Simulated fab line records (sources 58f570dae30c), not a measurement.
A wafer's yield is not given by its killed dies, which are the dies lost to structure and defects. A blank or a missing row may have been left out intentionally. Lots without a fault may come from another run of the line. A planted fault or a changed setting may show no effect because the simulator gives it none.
What tool caused it? -- flow berkeley cmos170 -- route of 331 steps, sampled at 1 step: 6 lots, 17 wafers

== WHAT EACH GAUGE READ, for each wafer ==
UCB170_V1_BOW_MEAS_03.
lot,measured,on,V1_BOW (um)
L389,day 8 08:56,film metro-04,21 6 23
L390,day 9 07:31,film metro-04,12 14 19
L395,day 9 16:03,film metro-02,18 23 16
L402,day 12 11:40,film metro-02,23 22
L407,day 14 04:53,film metro-04,12 18 3
L408,day 14 06:13,film metro-04,23 16 23

== WHAT TOOL EACH LOT RAN ON (gives the tool, then ch and the chambers of the sampled wafers, and finally the start) ==
The record shows no process step preceding these readings.

== THE ANSWER, worked out from the rows above alone ==
Rule: the lots themselves supply what counts as usual. Put in order of their means at a reading, lots are off if they are a third of the lots or fewer, leave a main group of 4 or more, and stand apart from it by a gap of 3 or more times the standard deviation of the main group's means; of several such gaps the widest counts. The tables above print the reading to a certain number of digits; a main group whose means all agree to those digits is not used. A lot without any number at a reading at which 4 lots or more have one is off too. Any other lot the step has rows for is counted as sound.
None of the lots is off at any reading shown; this tells nothing.

== WHAT THE SIMULATOR HAD PUT IN ==
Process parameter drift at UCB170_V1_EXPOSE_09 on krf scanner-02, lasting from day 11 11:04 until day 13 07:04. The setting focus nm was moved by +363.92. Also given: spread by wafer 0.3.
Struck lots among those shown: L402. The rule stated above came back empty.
